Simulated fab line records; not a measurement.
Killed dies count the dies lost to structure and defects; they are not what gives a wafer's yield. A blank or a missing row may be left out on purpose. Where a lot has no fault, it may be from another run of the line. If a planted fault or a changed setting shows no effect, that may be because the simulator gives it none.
fab line records    flow rit_cmos
[record] lots = 14  wafers = 42  last_day = 7
route steps=202 shown CONTACT@168 M1@202
lots untouched by any fault: they come from a run of this same line in which no faults occurred
start_h: hours from the record's first day to the start of the lot's first wafer shown    wait_h: how many hours have passed since the lot's step before this one    " the same as in the row above    L1.1+2: one row covering several wafers at once    - no value, or no start was given    * or withheld: withheld    < > ~ a bound
route shown NAME@n: a module of which the file shows steps, and the number in the route of the first    usual: mean/standard deviation of fault-free wafers    same: alike in all rows    chamber/n: place in a boat    sites: the reading at each site    _std_site: the standard deviation of these    _edge_site: the outer-site mean with the inner-site mean subtracted    radius_mm: for every site, how far away it sits from the centre of the wafer    mask NAME#n: copy n    behind: the tool/chamber that last shaped the wafer    hold: the reason the lot was held/the length of the hold in hours/how it ended    device: the transistor (n, p or np) that didn't switch    end of line: tests of these same wafers at the route's end    for a step that has no rows: nothing shown but its recipe    killed: at the first sort, the dies lost to defects and structure; wafer yield is something else    map: a wafer's dies, x killed, . not, _ none there
set.NAME: the run value of the setting; set.NAME@STEP: its run value at that earlier step    model.NAME: the simulator's own value behind a step, which no gauge read
steps of the route over a sample of lots; a table a step, a row a wafer
services: from which hour (start_h, from the record's first day; less than 0 if before it) a tool's chamber was out of use, for how many hours, and why
[[steps]]
[step RIT_CONTACT_CVD_00]
[recipe] material = SiO2  target_thk_nm = 400  precursor = TEOS  temp_c = 390  time_s = 61  rf_w = 400
[usual] heater_power_w = 318/48
lot.wafer  tool      chamber  start_h  wait_h  heater_power_w
L769.1     pecvd-03  2        61.43    0.1     405
L769.4     "         0        "        "       360
L769.5     "         2        "        "       308
L770.1     pecvd-01  2        62.99    0.1     371
L770.3     "         0        "        "       254
L770.6     "         0        "        "       271
L771.3     pecvd-04  1        67.62    0.0     286
L771.4     "         1        "        "       207
L771.5     "         0        "        "       320
L773.1     pecvd-01  2        79.02    0.1     341
L773.2     "         0        "        "       267
L773.3     "         1        "        "       366
L776.3     pecvd-01  0        94.55    0.0     292
L776.5     "         0        "        "       303
L776.6     "         2        "        "       271
L778.4     pecvd-01  2        106.56   0.0     323
L778.5     "         0        "        "       298
L778.6     "         1        "        "       393
L779.2     pecvd-04  0        106.97   0.0     288
L779.3     "         2        "        "       324
L779.4     "         1        "        "       280
L782.2     pecvd-04  2        125.61   0.0     324
L782.5     "         0        "        "       351
L782.6     "         2        "        "       338
L783.1     pecvd-03  0        137.26   0.1     358
L783.5     "         0        "        "       370
L783.6     "         1        "        "       295
L786.3     pecvd-03  2        145.89   0.0     363
L786.4     "         2        "        "       381
L786.5     "         0        "        "       358
L787.2     pecvd-01  2        148.97   0.0     296
L787.5     "         2        "        "       306
L787.6     "         1        "        "       376
L789.1     pecvd-03  2        157.20   0.1     391
L789.5     "         2        "        "       404
L789.6     "         1        "        "       252
L790.2     pecvd-01  1        161.21   0.0     412
L790.5     "         1        "        "       310
L790.6     "         0        "        "       318
L792.4     pecvd-03  2        168.99   0.0     389
L792.5     "         0        "        "       372
L792.6     "         1        "        "       237
[step RIT_M1_PROBE_99]
[usual] killed_at_M0_to_M3 = 0.0/0.2  killed_at_contacts = 0.0/0.2  killed_at_front_end = 6.8/2.9  killed_dies = 6.8/2.9  killed_open = 3.3/1.9  killed_short = 3.5/2
[same] gross_dies = 264  killed_at_M4_up = 0  killed_at_back_side = 0  killed_at_other = 0
lot.wafer  tool       chamber  start_h  wait_h  hold                      killed_at_M0_to_M3  killed_at_contacts  killed_at_front_end  killed_dies  killed_open  killed_short
L769.1     prober-01  -        69.60    0.1     -                         0                   0                   4                    4            2            2
L769.4     prober-01  -        69.75    0.2     -                         0                   0                   7                    7            1            6
L769.5     prober-01  -        69.80    0.2     -                         0                   0                   7                    7            2            5
L770.1     prober-02  -        71.10    0.1     -                         0                   0                   6                    6            3            2
L770.3     prober-02  -        71.20    0.2     -                         0                   0                   3                    3            3            0
L770.6     prober-02  -        71.35    0.2     -                         0                   0                   4                    4            1            3
L771.3     prober-01  -        74.02    0.2     -                         0                   0                   12                   12           7            5
L771.4     prober-01  -        74.07    0.2     -                         0                   0                   6                    6            1            5
L771.5     prober-01  -        74.12    0.2     -                         0                   0                   4                    4            2            2
L773.1     prober-01  -        87.80    0.1     -                         0                   0                   6                    6            3            3
L773.2     prober-01  -        87.85    0.1     -                         0                   0                   6                    6            2            4
L773.3     prober-01  -        87.90    0.2     -                         0                   0                   6                    6            0            6
L776.3     prober-02  -        103.20   0.2     -                         0                   0                   7                    7            2            5
L776.5     prober-02  -        103.30   0.2     -                         0                   0                   4                    4            2            2
L776.6     prober-02  -        103.35   0.2     -                         0                   0                   5                    5            2            3
L779.2     prober-02  -        116.75   0.1     await_dispo/1.8h/release  0                   44                  11                   55           8            3
L779.3     prober-02  -        116.80   0.2     await_dispo/1.8h/release  0                   45                  9                    54           3            6
L779.4     prober-02  -        116.85   0.2     await_dispo/1.8h/release  0                   15                  18                   33           8            10
L778.4     prober-02  -        117.15   0.5     -                         0                   0                   7                    7            2            5
L778.5     prober-02  -        117.20   0.5     -                         1                   0                   7                    8            4            4
L778.6     prober-02  -        117.25   0.6     -                         0                   0                   8                    8            4            4
L782.2     prober-02  -        132.41   0.1     await_dispo/5.4h/release  0                   46                  7                    53           5            2
L782.5     prober-02  -        132.56   0.2     await_dispo/5.4h/release  0                   37                  6                    43           4            2
L782.6     prober-02  -        132.61   0.2     await_dispo/5.4h/release  0                   39                  1                    40           1            0
L783.1     prober-01  -        143.76   0.1     -                         0                   0                   2                    2            1            1
L783.5     prober-01  -        143.96   0.2     -                         0                   1                   6                    7            2            5
L783.6     prober-01  -        144.01   0.2     -                         0                   0                   4                    4            2            1
L786.3     prober-02  -        153.97   0.2     -                         0                   0                   4                    4            4            0
L786.4     prober-02  -        154.02   0.2     -                         0                   0                   8                    8            3            5
L786.5     prober-02  -        154.07   0.2     -                         0                   0                   9                    9            6            3
L787.2     prober-01  -        155.67   0.1     -                         0                   0                   3                    3            1            2
L787.5     prober-01  -        155.82   0.2     -                         0                   0                   5                    5            4            1
L787.6     prober-01  -        155.87   0.2     -                         1                   0                   6                    7            4            3
L789.1     prober-01  -        163.48   0.1     -                         0                   0                   7                    7            5            2
L789.5     prober-01  -        163.68   0.2     -                         0                   0                   14                   14           7            7
L789.6     prober-01  -        163.73   0.2     -                         0                   0                   2                    2            1            1
L790.2     prober-02  -        169.22   0.1     -                         0                   0                   9                    9            4            5
L790.5     prober-02  -        169.37   0.2     -                         0                   0                   11                   11           7            4
L790.6     prober-02  -        169.42   0.2     -                         0                   1                   4                    5            1            4
L792.4     prober-02  -        175.86   0.2     -                         0                   0                   3                    3            1            2
L792.5     prober-02  -        175.91   0.2     -                         1                   0                   4                    5            3            2
L792.6     prober-02  -        175.96   0.2     -                         0                   0                   6                    6            4            2
// killed by level:class
L769.1 FOX1:geometric_particle:short=1 GATE:geometric_particle:short=1 SPACER:geometric_particle:open=1 SILICIDE:geometric_particle:open=1
L769.4 GATE:geometric_particle:short=3 FOX1:geometric_particle:short=1 GATE:geometric_particle:open=1 REOX:geometric_particle:short=1 SILICIDE:geometric_particle:short=1
L769.5 FOX1:geometric_particle:short=2 FOX2:geometric_particle:open=1 GATE:geometric_particle:short=1 REOX:geometric_particle:short=1 SPACER:geometric_particle:short=1 SILICIDE:geometric_particle:open=1
L770.1 REOX:geometric_particle:open=2 GATE:geometric_particle:short=1 GATE:geometric_particle:open=1 REOX:geometric_particle:short=1 NLDD:coat_microbubble_printed=1
L770.3 FOX2:geometric_particle:open=1 REOX:geometric_particle:open=1 SILICIDE:geometric_particle:open=1
L770.6 GATE:geometric_particle:short=3 REOX:geometric_particle:open=1
L771.3 SPACER:geometric_particle:open=3 FOX1:geometric_particle:short=2 SILICIDE:geometric_particle:open=2 FOX1:geometric_particle:open=1 GATE:geometric_particle:short=1 GATE:geometric_particle:open=1 REOX:geometric_particle:short=1 SILICIDE:geometric_particle:short=1
L771.4 SPACER:geometric_particle:short=3 SILICIDE:geometric_particle:short=2 SILICIDE:geometric_particle:open=1
L771.5 GATE:geometric_particle:short=2 GATE:geometric_particle:open=1 SILICIDE:geometric_particle:open=1
L773.1 FOX1:geometric_particle:open=1 FOX2:geometric_particle:open=1 FOX2:geometric_particle:short=1 GATE:geometric_particle:short=1 REOX:geometric_particle:short=1 SILICIDE:geometric_particle:open=1
L773.2 FOX2:geometric_particle:short=1 GATE:geometric_particle:short=1 GATE:geometric_particle:open=1 REOX:geometric_particle:short=1 SPACER:geometric_particle:open=1 SILICIDE:geometric_particle:short=1
L773.3 GATE:geometric_particle:short=2 REOX:geometric_particle:short=2 FOX1:geometric_particle:short=1 FOX2:geometric_particle:short=1
L776.3 GATE:geometric_particle:short=2 GATE:geometric_particle:open=1 REOX:geometric_particle:short=1 SPACER:geometric_particle:short=1 SILICIDE:geometric_particle:short=1 SILICIDE:geometric_particle:open=1
L776.5 GATE:geometric_particle:open=2 GATE:geometric_particle:short=1 REOX:geometric_particle:short=1
L776.6 GATE:geometric_particle:open=2 FOX2:geometric_particle:short=1 GATE:geometric_particle:short=1 REOX:geometric_particle:short=1
L779.2 CONTACT:unspecified=44 FOX2:geometric_particle:open=3 GATE:geometric_particle:open=3 GATE:geometric_particle:short=2 REOX:geometric_particle:short=1 REOX:geometric_particle:open=1 SILICIDE:geometric_particle:open=1
L779.3 CONTACT:unspecified=45 GATE:geometric_particle:short=4 GATE:geometric_particle:open=2 FOX2:geometric_particle:open=1 REOX:geometric_particle:short=1 SPACER:geometric_particle:short=1
L779.4 CONTACT:unspecified=15 GATE:geometric_particle:short=4 GATE:geometric_particle:open=3 FOX2:geometric_particle:open=2 FOX2:geometric_particle:short=2 REOX:geometric_particle:open=2 SILICIDE:geometric_particle:short=2 FOX1:geometric_particle:open=1
L778.4 FOX2:geometric_particle:short=2 SILICIDE:geometric_particle:open=2 FOX1:geometric_particle:short=1 GATE:geometric_particle:short=1 SILICIDE:geometric_particle:short=1
L778.5 SPACER:geometric_particle:open=2 FOX2:geometric_particle:open=1 FOX2:geometric_particle:short=1 GATE:geometric_particle:short=1 REOX:geometric_particle:open=1 REOX:geometric_particle:short=1 M1:geometric_particle:short=1
L778.6 FOX1:geometric_particle:open=3 REOX:geometric_particle:short=2 FOX1:geometric_particle:short=1 GATE:geometric_particle:short=1 REOX:geometric_particle:open=1
L782.2 CONTACT:unspecified=46 GATE:geometric_particle:open=3 FOX1:geometric_particle:open=1 FOX2:geometric_particle:open=1 GATE:geometric_particle:short=1 REOX:geometric_particle:short=1
L782.5 CONTACT:unspecified=37 GATE:geometric_particle:open=4 GATE:geometric_particle:short=2
L782.6 CONTACT:unspecified=39 SPACER:geometric_particle:open=1
L783.1 ACTIVE:geometric_particle:short=1 SILICIDE:geometric_particle:open=1
L783.5 GATE:geometric_particle:short=4 GATE:geometric_particle:open=2 CONTACT:geometric_particle:short=1
L783.6 FOX1:geometric_particle:open=2 GATE:geometric_particle:short=1 NWELL:coat_microbubble_printed=1
L786.3 FOX1:geometric_particle:open=2 GATE:geometric_particle:open=1 REOX:geometric_particle:open=1
L786.4 GATE:geometric_particle:short=4 REOX:geometric_particle:open=3 SPACER:geometric_particle:short=1
L786.5 FOX1:geometric_particle:short=2 GATE:geometric_particle:open=2 SPACER:geometric_particle:open=2 FOX1:geometric_particle:open=1 REOX:geometric_particle:short=1 REOX:geometric_particle:open=1
L787.2 FOX1:geometric_particle:open=1 FOX1:geometric_particle:short=1 FOX2:geometric_particle:short=1
L787.5 GATE:geometric_particle:open=2 FOX2:geometric_particle:open=1 FOX2:geometric_particle:short=1 REOX:geometric_particle:open=1
L787.6 GATE:geometric_particle:open=3 FOX1:geometric_particle:open=1 FOX2:geometric_particle:short=1 GATE:geometric_particle:short=1 M1:geometric_particle:short=1
L789.1 SPACER:geometric_particle:open=3 REOX:geometric_particle:open=2 GATE:geometric_particle:short=1 SPACER:geometric_particle:short=1
L789.5 GATE:geometric_particle:open=5 GATE:geometric_particle:short=3 REOX:geometric_particle:short=2 SPACER:geometric_particle:open=2 FOX1:geometric_particle:short=1 SPACER:geometric_particle:short=1
L789.6 FOX1:geometric_particle:short=1 GATE:geometric_particle:open=1
L790.2 FOX1:geometric_particle:short=2 FOX2:geometric_particle:open=2 GATE:geometric_particle:short=1 REOX:geometric_particle:open=1 SPACER:geometric_particle:short=1 SILICIDE:geometric_particle:short=1 SILICIDE:geometric_particle:open=1
L790.5 GATE:geometric_particle:open=4 GATE:geometric_particle:short=3 SPACER:geometric_particle:open=2 FOX1:geometric_particle:short=1 REOX:geometric_particle:open=1
L790.6 GATE:geometric_particle:short=2 FOX1:geometric_particle:short=1 SILICIDE:geometric_particle:short=1 CONTACT:geometric_particle:open=1
L792.4 FOX1:geometric_particle:short=1 GATE:geometric_particle:short=1 SILICIDE:geometric_particle:open=1
L792.5 GATE:geometric_particle:short=1 GATE:geometric_particle:open=1 SILICIDE:geometric_particle:short=1 SILICIDE:geometric_particle:open=1 M1:geometric_particle:open=1
L792.6 REOX:geometric_particle:open=2 FOX1:geometric_particle:open=1 FOX1:geometric_particle:short=1 GATE:geometric_particle:short=1 SILICIDE:geometric_particle:open=1
[[services]]
tool      chamber  start_h  hours  kind
pecvd-03  0        82.84    3.7    repair
pecvd-04  0        83.10    7.0    repair
pecvd-03  -        100.90   0.5    repair
pecvd-03  -        106.21   2.8    pm
pecvd-03  2        111.69   14.6   repair
[[key]]
[first_sign] step = RIT_M1_PROBE_99  reading = killed_at_contacts  direction = up  sigmas = 38  usual = 0.0  struck = 37.7
[effect] step = RIT_M1_PROBE_99  reading = killed_dies  direction = up  sigmas = 14  usual = 6.8  struck = 46.3
met_at RIT_CONTACT_CVD_00
struck_lots L779,L782
tester_left_out L779,L782
onset_between 67.62 106.97
[fault] kind = chamber_particle_source  tool = pecvd-04  chamber = -  onset_h = 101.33  steps = RIT_CONTACT_CVD_00  rate_per_visit_cm2 = 2.2415  end_h = 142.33
// tester_left_out: of these lots the tester's yield and bins aren't shown, on N5 and GAA mostly nor the transistor test; their killed dies are dies lost to structure and defects alone, not to doping, threshold or leakage, so they don't give the yield
